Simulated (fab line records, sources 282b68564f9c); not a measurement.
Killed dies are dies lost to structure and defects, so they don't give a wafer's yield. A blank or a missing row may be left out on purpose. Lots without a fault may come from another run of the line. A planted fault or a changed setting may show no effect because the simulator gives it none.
fab line records | flow rit_cmos
record lots=5 wafers=15 last_day=7
route steps=202 shown CONTACT@178 M1@184
lots that met no fault: from a run of the same line without faults
start_h: hours from the record's first day to the start of the lot's first wafer shown | wait_h: hours since the lot's step before | " the same as in the row above | L1.1+2: a row that stands for several wafers | - no value, or no start given | * or withheld: withheld | < > ~ a bound
route shown NAME@n: a module of which the file shows steps, and the number in the route of the first | usual: mean/standard deviation of fault-free wafers | same: alike in all rows | chamber/n: place in a boat | sites: the reading at each site | _std_site: their standard deviation | _edge_site: outer sites' mean less inner sites' | radius_mm: how far each site lies from the wafer's centre | mask NAME#n: copy n | behind: the tool/chamber that last shaped the wafer | hold: why the lot was held/for how many hours/how that ended | device: the transistor (n, p or np) that didn't switch | end of line: the same wafers' tests at the end of the route | a step without rows: its recipe alone | killed: dies lost to structure and defects at the first sort, not the wafer's yield | map: a wafer's dies, x killed, . not, _ none there
set.NAME: the setting as run; set.NAME@STEP: as run at that earlier step | model.NAME: the simulator's own value behind a step, which no gauge read
lots at some steps of the route; a table a step, a row a wafer
services: from which hour (start_h, from the record's first day; less than 0 if before it) a tool's chamber was out of use, for how many hours, and why
## steps
# step RIT_CONTACT_HARDBAKE_10
# recipe resist=NOVOLAK temp_c=140 time_s=60
# step RIT_CONTACT_ETCH_11
# recipe target_depth_a=4800 over_etch_frac=0.2 stop_on=TiSi2 chemistry=CHF3/CF4/Ar target=SiO2 CHF3_flow_sccm=50 cf4_flow_sccm=10 Ar_flow_sccm=100 O2_flow_sccm=5 pressure_mtorr=100 rf_w=200 time_s=320
# usual drypump_motor_current_A=5.8/0.41 mfc_ar_sccm=100.0/0.31 oes_product_au=0.991/0.02 throttle_valve_pct=8.82/0.081
# columns lot.wafer tool chamber start_h wait_h drypump_motor_current_A mfc_ar_sccm oes_product_au rf_hours_counter_h throttle_valve_pct
L298.1 rie_diel-02 2 59.93 0.1 5.5 99.9 0.992 4 8.81
L298.3 " 1 " " 5.6 99.9 0.980 135 8.99
L298.6 " 2 " " 5.5 99.2 0.994 - 8.82
L300.1 rie_diel-03 2 72.09 0.1 5.8 100.0 0.981 128 8.90
L300.2 " 3 " " 4.8 99.6 0.981 69 8.85
L300.5 " 2 " " 5.8 99.6 0.981 - 8.91
L306.3 rie_diel-04 0 102.36 0.1 6.2 99.6 1.029 130 8.81
L306.5 " 0 " " 6.2 100.6 1.020 - 8.81
L306.6 " 1 " " 6.2 100.0 1.004 - 8.73
L308.1 rie_diel-03 3 111.53 0.1 4.9 100.3 0.995 70 8.84
L308.3 " 0 " " 5.6 99.9 1.017 6 8.81
L308.4 " 1 " " 6.0 99.6 0.966 - 8.81
L320.1 rie_diel-03 0 172.73 0.1 5.6 100.4 1.009 7 8.84
L320.3 " 1 " " 6.0 99.9 0.971 11 8.81
L320.4 " 2 " " 5.8 99.3 0.980 131 8.90
# step RIT_CONTACT_STRIP_12
# recipe chemistry=O2 time_s=180 resist=NOVOLAK platen_temp_c=withheld power_w=500 pressure_mtorr=4000 o2_flow_sccm=4000
# usual drypump_motor_current_A=5.9/0.37
# columns lot.wafer tool chamber start_h wait_h drypump_motor_current_A rf_hours_counter_h
L298.1 plasma_asher-02 1 60.13 0.1 5.5 29
L298.3 " 0 " " 5.6 -
L298.6 " 0 " " 5.6 -
L300.1 plasma_asher-02 0 72.28 0.1 5.7 30
L300.2 " 1 " " 5.5 30
L300.5 " 0 " " 5.7 -
L306.3 plasma_asher-03 0 102.61 0.2 6.4 -
L306.5 " 1 " " 5.7 -
L306.6 " 0 " " 6.4 -
L308.1 plasma_asher-02 1 111.72 0.1 5.5 34
L308.3 " 1 " " 5.5 -
L308.4 " 0 " " 5.6 -
L320.1 plasma_asher-04 0 172.92 0.1 5.6 6
L320.3 " 0 " " 5.6 -
L320.4 " 1 " " 6.4 -
# step RIT_CONTACT_CD_MEAS_90
# recipe target_cd_nm=1000
# usual cd_nm=999.9/2.5
# columns lot.wafer tool chamber start_h wait_h cd_nm
L298.1 cd_sem-01 - 60.30 0.1 997.0
L298.3 " - " " 1001.3
L298.6 " - " " 995.4
L300.1 cd_sem-01 - 72.46 0.1 998.6
L300.2 " - " " 998.7
L300.5 " - " " 997.4
L306.3 cd_sem-01 - 102.77 0.1 1000.2
L306.5 " - " " 999.8
L306.6 " - " " 998.6
L308.1 cd_sem-02 - 111.90 0.1 994.7
L308.3 " - " " 993.6
L308.4 " - " " 998.2
L320.1 cd_sem-01 - 173.10 0.1 1002.7
L320.3 " - " " 1001.9
L320.4 " - " " 1003.1
# step RIT_CONTACT_CLEAN_13
# recipe chemistry=SC1 mix=3:3:50 time_s=600 temp_c=75
# step RIT_CONTACT_CLEAN_14
# recipe chemistry=SC2 mix=3:3:50 time_s=600 temp_c=75 dry=n2_spin
# step RIT_M1_SPUTTER_00
# recipe material=Al target_thk_nm=400 power_w=2000 chamber_pressure_pa=0.4 gas=Ar time_s=500 substrate_temp_c=25
# usual throttle_valve_pct=30.5/1.4
# columns lot.wafer tool chamber start_h wait_h throttle_valve_pct
L298.1 pvd_sputter-02 - 60.79 0.0 29.7
L298.3 " - " " 31.5
L298.6 " - " " 31.4
L300.1 pvd_sputter-02 - 72.94 0.0 30.2
L300.2 " - " " 29.5
L300.5 " - " " 31.1
L306.3 pvd_sputter-02 - 103.20 0.0 29.4
L306.5 " - " " 29.6
L306.6 " - " " 33.0
L308.1 pvd_sputter-01 - 112.38 0.0 31.2
L308.3 " - " " 27.9
L308.4 " - " " 30.4
L320.1 pvd_sputter-02 - 173.77 0.0 29.7
L320.3 " - " " 31.4
L320.4 " - " " 30.1
# step RIT_M1_RS_MEAS_01
# recipe thk_meas_gauge=four-point-probe reads=Al_of_M1_SPUTTER_00
# usual M1_AL_RS=0.0731/0.0011
# columns lot.wafer tool chamber start_h wait_h M1_AL_RS[ohm/sq]
L298.1 film_metro-03 - 61.08 0.1 0.0722
L298.3 " - " " 0.0711
L298.6 " - " " 0.0715
L300.1 film_metro-03 - 73.24 0.1 0.0717
L300.2 " - " " 0.0730
L300.5 " - " " 0.0718
L306.3 film_metro-03 - 103.53 0.2 0.0719
L306.5 " - " " 0.0723
L306.6 " - " " 0.0726
L308.1 film_metro-04 - 112.68 0.1 0.0733
L308.3 " - " " 0.0740
L308.4 " - " " 0.0731
L320.1 film_metro-04 - 174.07 0.1 0.0733
L320.3 " - " " 0.0722
L320.4 " - " " 0.0728
# step RIT_M1_THK_MEAS_02
# recipe thk_meas_gauge=xrf reads=Al_of_M1_SPUTTER_00
# usual M1_AL_THK=398/6.6
# columns lot.wafer tool chamber start_h wait_h M1_AL_THK[nm]
L298.1 film_metro-03 - 61.20 0.1 405
L298.3 " - " " 409
L298.6 " - " " 407
L300.1 film_metro-03 - 73.36 0.1 404
L300.2 " - " " 398
L300.5 " - " " 406
L306.3 film_metro-03 - 103.63 0.1 405
L306.5 " - " " 404
L306.6 " - " " 403
L308.1 film_metro-04 - 112.80 0.1 395
L308.3 " - " " 392
L308.4 " - " " 400
L320.1 film_metro-04 - 174.19 0.1 392
L320.3 " - " " 401
L320.4 " - " " 397
# step RIT_M1_HMDS_03
# recipe prime_time_s=60 prime_temp_c=140
# step RIT_M1_COAT_04
# recipe resist=NOVOLAK spin_rpm=2000 resist_thk_nm=1325
# step RIT_M1_SOFTBAKE_05
# recipe resist=NOVOLAK temp_c=90 time_s=60
# step RIT_M1_EXPOSE_06
# recipe mask_id=M12 na=0.6 source_shape=conventional sigma_outer=0.5 target_cd_nm=2600 dose_mj=250
# usual exposure_dose_mJ_cm2=251.85/0.25
# columns lot.wafer tool chamber start_h wait_h mask exposure_dose_mJ_cm2
L298.1 iline_stepper-01 0 61.84 0.2 M12#0 251.82
L298.3 " 0 " " M12#0 251.84
L298.6 " 0 " " M12#0 251.87
L300.1 iline_stepper-02 0 73.99 0.2 M12#0 251.97
L300.2 " 0 " " M12#0 252.34
L300.5 " 0 " " M12#0 252.07
L306.3 iline_stepper-02 0 104.16 0.1 M12#0 252.09
L306.5 " 0 " " M12#0 252.05
L306.6 " 0 " " M12#0 252.35
L308.1 iline_stepper-01 0 113.43 0.2 M12#0 249.61
L308.3 " 0 " " M12#0 250.12
L308.4 " 0 " " M12#0 249.84
L320.1 iline_stepper-02 0 174.70 0.1 M12#0 251.85
L320.3 " 0 " " M12#0 251.97
L320.4 " 0 " " M12#0 251.70
# step RIT_M1_PEB_07
# recipe resist=NOVOLAK temp_c=withheld time_s=withheld
# step RIT_M1_PROBE_99
# usual defect_limited_yield=97.6/1.1 killed_at_M0_to_M3=0.0/0.12 killed_at_contacts=0.1/0.25 killed_at_front_end=6.3/2.9 killed_dies=6.4/2.8 killed_open=3.3/2 killed_short=3.1/2 sort_bin_3_pad_short=0.1/0.2 sort_bin_5_function=1.4/0.75 sort_bin_6_memory=0.9/0.59 sort_n_pass=257.6/2.8 sort_yield_pct=97.6/1.1
# same gross_dies=264 killed_at_M4_up=0 killed_at_back_side=0 killed_at_other=0
# columns lot.wafer tool chamber start_h wait_h defect_limited_yield[%] killed_at_M0_to_M3 killed_at_contacts killed_at_front_end killed_dies killed_open killed_short sort_bin_3_pad_short[%] sort_bin_5_function[%] sort_bin_6_memory[%] sort_n_pass sort_yield_pct[%]
L298.1 prober-01 - 65.16 0.1 97.7 1 0 5 6 2 4 0.4 1.1 0.8 258.0 97.7
L298.3 prober-01 - 65.26 0.2 97.0 0 0 8 8 5 3 0 1.1 1.9 256.0 97.0
L298.6 prober-01 - 65.41 0.2 95.8 0 0 11 11 5 6 0.4 1.9 1.9 253.0 95.8
L300.1 prober-02 - 77.08 0.1 99.2 0 1 1 2 1 1 0 0.4 0.4 262.0 99.2
L300.2 prober-02 - 77.13 0.1 97.7 0 0 6 6 2 4 0 0.8 1.5 258.0 97.7
L300.5 prober-02 - 77.28 0.2 99.6 0 0 1 1 1 0 0 0.4 0 263.0 99.6
L306.3 prober-02 - 107.32 0.2 98.1 0 0 5 5 1 4 0 0.8 1.1 259.0 98.1
L306.5 prober-02 - 107.42 0.2 98.1 0 0 5 5 2 3 0 1.1 0.8 259.0 98.1
L306.6 prober-02 - 107.47 0.2 98.1 0 0 5 5 2 3 0 1.1 0.8 259.0 98.1
L308.1 prober-01 - 116.54 0.1 97.0 0 0 8 8 3 5 0 1.9 1.1 256.0 97.0
L308.3 prober-01 - 116.64 0.2 97.7 0 0 6 6 3 3 0.4 1.1 0.8 258.0 97.7
L308.4 prober-01 - 116.69 0.2 97.7 0 0 6 6 3 3 0 2.3 0 258.0 97.7
L320.1 prober-01 - 177.79 0.1 95.8 0 0 11 11 4 7 0 2.3 1.9 253.0 95.8
L320.3 prober-01 - 177.89 0.2 98.1 0 0 5 5 4 1 0.4 1.1 0.4 259.0 98.1
L320.4 prober-01 - 177.94 0.2 97.0 0 0 8 8 5 3 0 1.9 1.1 256.0 97.0
# killed by level:class
L298.1 FOX1:geometric_particle:open=1 GATE:geometric_particle:short=1 GATE:geometric_particle:open=1 REOX:geometric_particle:short=1 SPACER:geometric_particle:short=1 M1:geometric_particle:short=1
L298.3 GATE:geometric_particle:open=3 GATE:geometric_particle:short=2 REOX:geometric_particle:open=1 REOX:geometric_particle:short=1 SILICIDE:geometric_particle:open=1
L298.6 GATE:geometric_particle:open=4 FOX1:geometric_particle:short=2 SPACER:geometric_particle:short=2 GATE:geometric_particle:short=1 REOX:geometric_particle:open=1 REOX:geometric_particle:short=1
L300.1 FOX2:geometric_particle:open=1 CONTACT:geometric_particle:short=1
L300.2 SPACER:geometric_particle:short=3 GATE:geometric_particle:short=1 GATE:geometric_particle:open=1 SILICIDE:geometric_particle:open=1
L300.5 GATE:geometric_particle:open=1
L306.3 FOX1:geometric_particle:short=1 REOX:geometric_particle:open=1 GATE:geometric_particle:short=1 SPACER:geometric_particle:short=1 SILICIDE:geometric_particle:short=1
L306.5 FOX2:geometric_particle:short=1 GATE:geometric_particle:short=1 GATE:geometric_particle:open=1 SPACER:geometric_particle:short=1 SPACER:geometric_particle:open=1
L306.6 GATE:geometric_particle:open=2 GATE:geometric_particle:short=1 SPACER:geometric_particle:short=1 SILICIDE:geometric_particle:short=1
L308.1 FOX1:geometric_particle:short=2 FOX2:geometric_particle:short=1 GATE:geometric_particle:open=1 GATE:geometric_particle:short=1 REOX:geometric_particle:open=1 SPACER:geometric_particle:short=1 SPACER:geometric_particle:open=1
L308.3 FOX2:geometric_particle:open=2 GATE:geometric_particle:short=2 FOX2:geometric_particle:short=1 GATE:geometric_particle:open=1
L308.4 SPACER:geometric_particle:open=2 FOX1:geometric_particle:short=1 FOX2:geometric_particle:short=1 GATE:geometric_particle:short=1 GATE:geometric_particle:open=1
L320.1 GATE:geometric_particle:short=3 SPACER:geometric_particle:short=3 GATE:geometric_particle:open=2 FOX1:geometric_particle:short=1 REOX:geometric_particle:open=1 SILICIDE:geometric_particle:open=1
L320.3 GATE:geometric_particle:open=3 SPACER:geometric_particle:open=1 SILICIDE:geometric_particle:short=1
L320.4 FOX2:geometric_particle:open=2 SILICIDE:geometric_particle:open=2 FOX1:geometric_particle:short=1 FOX2:geometric_particle:short=1 GATE:geometric_particle:open=1 GATE:geometric_particle:short=1
## services
# columns tool chamber start_h hours kind
iline_stepper-02 - 49.13 1.7 pm
rie_diel-03 3 55.04 15.0 repair
plasma_asher-03 - 59.40 2.3 repair
pvd_sputter-01 - 60.96 3.0 repair
rie_diel-04 - 65.34 1.1 repair
rie_diel-03 1 81.72 18.8 repair
iline_stepper-02 0 81.90 - calibration
iline_stepper-02 - 85.59 2.3 repair
rie_diel-02 0 86.29 11.5 repair
pvd_sputter-02 - 92.19 3.7 repair
rie_diel-03 - 97.19 2.8 pm
rie_diel-03 2 107.50 12.0 repair
rie_diel-02 - 108.33 0.2 repair
plasma_asher-04 - 108.75 9.0 pm
plasma_asher-04 0 108.75 9.0 vent_cycle
plasma_asher-04 1 108.75 9.0 vent_cycle
plasma_asher-04 0 117.75 - clean
plasma_asher-04 1 117.75 - clean
pvd_sputter-02 - 120.33 3.4 repair
iline_stepper-01 0 131.86 - calibration
rie_diel-04 1 164.75 4.5 repair
## key
first_sign step=RIT_M1_EXPOSE_06 reading=exposure_dose_mJ_cm2 direction=down sigmas=7.8 usual=251.85 struck=249.86
effect none on later readings
met_at RIT_M1_EXPOSE_06
struck_wafers L308.1,L308.3,L308.4
loop_trim step=RIT_M1_EXPOSE_06 setting=dose lots=L308
onset_between 61.84 113.43
fault kind=process_parameter_drift tool=iline_stepper-01 chamber=- onset_h=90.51 steps=RIT_M1_EXPOSE_06 channel=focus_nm offset=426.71 spread_by_wafer=0.3 shape=step end_h=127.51
# loop_trim: a control loop set the setting to another value than it would have without faults
